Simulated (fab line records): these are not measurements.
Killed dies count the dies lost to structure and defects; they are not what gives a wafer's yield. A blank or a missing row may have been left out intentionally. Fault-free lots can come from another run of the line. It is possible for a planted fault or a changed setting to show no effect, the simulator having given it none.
A lot that was struck, set against a sound lot :: flow ritCmos :: 19 steps out of a route of 202
Sound: these wafers, L763.1, L763.5, L763.6. Wafers L769.1, L769.4, L769.5 were the ones struck. The cause is given at the end.
Order at every step that has rows: each side's tool, ch and its chambers, its first start. Under that, the readings that differ: sound wafers :: struck wafers :: difference of the means :: sigmas: that difference in standard deviations of wafers without a fault.
alike: readings whose means differ by less than 2 such deviations, and words and numbers that are the same on both sides. not compared: withheld readings, readings that some wafer has no value for, bounds like >300 that may hide the same value, and numbers for which the record gives no deviation and whose values overlap.
A row with sigmas, a row that says differs or no value, or rows on one side alone: a step with any of these is where the two part. Numbers that have no deviation but don't overlap get no sigmas and don't part them. A reading missing from all wafers of one side parts the sides only when that side holds two or more wafers.

first, 1 step without rows for these wafers: RIT_CONTACT_HARDBAKE_10 (time 60 s).
RIT_CONTACT_ETCH_11: etches SiO2 in CHF3/CF4/Ar, stops on TiSi2, target depth 480 nm, time 320 s.
  sound on rieDiel-01 ch 1,2,3, day 3 04:06; struck on rieDiel-03 ch 0,1,2, day 4 11:16
  alike: chamberPressureMTorr, drypumpMotorCurrentA, oesProductAu, throttleValvePct
  not compared: rfHoursCounterH
RIT_CONTACT_STRIP_12: strips in O2, time 180 s.
  sound on plasmaAsher-03 ch 0,1, day 3 04:18; struck on plasmaAsher-01 ch 1, day 4 11:28
  alike: chamberPressureMTorr, drypumpMotorCurrentA
  not compared: rfHoursCounterH
RIT_CONTACT_CD_MEAS_90: the cd target is 1000 nm.
  sound on cdSem-02, day 3 04:28; struck on cdSem-01, day 4 11:38
  alike: cdNm
then, 2 steps without rows for these wafers: RIT_CONTACT_CLEAN_13 (cleans in SC1, time 600 s); RIT_CONTACT_CLEAN_14 (cleans in SC2, time 600 s).
RIT_M1_SPUTTER_00: material Al, target thk 400 nm, time 500 s.
  sound on pvdSputter-04, day 3 04:56; struck on pvdSputter-02, day 4 12:07
  alike: throttleValvePct
RIT_M1_RS_MEAS_01: measures by four-point-probe.
  sound on filmMetro-02, day 3 05:14; struck on filmMetro-02, day 4 12:25
reading: M1_AL_RS (ohm/sq)
sound: 0.0752 0.0752 0.0757
struck: 0.0735 0.0729 0.0732
difference: -0.0022
sigmas: -2
RIT_M1_THK_MEAS_02: measures by xrf.
  sound on filmMetro-02, day 3 05:22; struck on filmMetro-02, day 4 12:32
reading: M1_AL_THK (nm)
sound: 384 384 380
struck: 391 395 393
difference: +10
sigmas: +2
then, 3 steps without rows for these wafers: RIT_M1_HMDS_03 (prime time 60 s); RIT_M1_COAT_04 (resist thk 1300 nm); RIT_M1_SOFTBAKE_05 (time 60 s).
RIT_M1_EXPOSE_06: exposes mask M12, target cd 2600 nm.
  sound on ilineStepper-01 ch 0, day 3 05:52; struck on ilineStepper-02 ch 0, day 4 13:10
reading: model.M1.overlayXNm (nm)
sound: -1.568 -1.568 -1.568
struck: 772.3 772.3 772.3
difference: +773.9
sigmas: 
  alike: mask
then, 2 steps without rows for these wafers: RIT_M1_PEB_07; RIT_M1_DEVELOP_08 (develop time 68 s).
RIT_M1_CD_MEAS_09: the cd target is 2600 nm.
  sound on cdSem-01, day 3 06:18; struck on cdSem-02, day 4 13:35
reading: cdNm (nm)
sound: 2602.8 2602.3 2603.8
struck: 2597.5 2599.7 2597.3
difference: -4.8
sigmas: -2
RIT_M1_OVL_MEAS_10:
  sound on overlay-02, day 3 06:25; struck on overlay-01, day 4 13:43
reading: M1_OVL (nm)
sound: -3.5 -1.8 -2.3
struck: 772.9 771.5 772.6
difference: +774.9
sigmas: +99 or more
then, 1 step without rows for these wafers: RIT_M1_HARDBAKE_11 (time 120 s).
RIT_M1_PROBE_99:
  sound on prober-02, day 3 08:58; struck on prober-01, day 4 16:15
reading: model.etest.tester.sortNPass
sound: 255 257 257
struck: 0 0 0
difference: -256
sigmas: 

reading: model.etest.tester.sortYieldPct (%)
sound: 96.59 97.35 97.35
struck: 0 0 0
difference: -97
sigmas: 

reading: model.etest.diodePplusComb.overLimit
sound: 0 0 0
struck: 1 1 1
difference: +1
sigmas: 

reading: model.etest.ring.overLimit
sound: 0 0 0
struck: 1 1 1
difference: +1
sigmas: 

reading: model.etest.diodeNplusPwell.overLimit
sound: 0 0 0
struck: 1 1 1
difference: +1
sigmas: 

reading: model.etest.nmosNarrow.overLimit
sound: 0 0 0
struck: 1 1 1
difference: +1
sigmas: 

reading: model.etest.diodePplusNwell.short
sound: 0 0 0
struck: 1 1 1
difference: +1
sigmas: 

reading: model.etest.contactDiodeArray.overLimit
sound: 0 0 0
struck: 1 1 1
difference: +1
sigmas: 
  alike: defectLimitedYield, killedAtFrontEnd, killedDies, killedOpen, killedShort

== WHERE THEY PART ==
First at RIT_M1_RS_MEAS_01; last, within this record, at RIT_M1_OVL_MEAS_10. Later steps at which nothing parts them and some readings are alike: RIT_M1_PROBE_99.

WHY: what had been put in by the simulator
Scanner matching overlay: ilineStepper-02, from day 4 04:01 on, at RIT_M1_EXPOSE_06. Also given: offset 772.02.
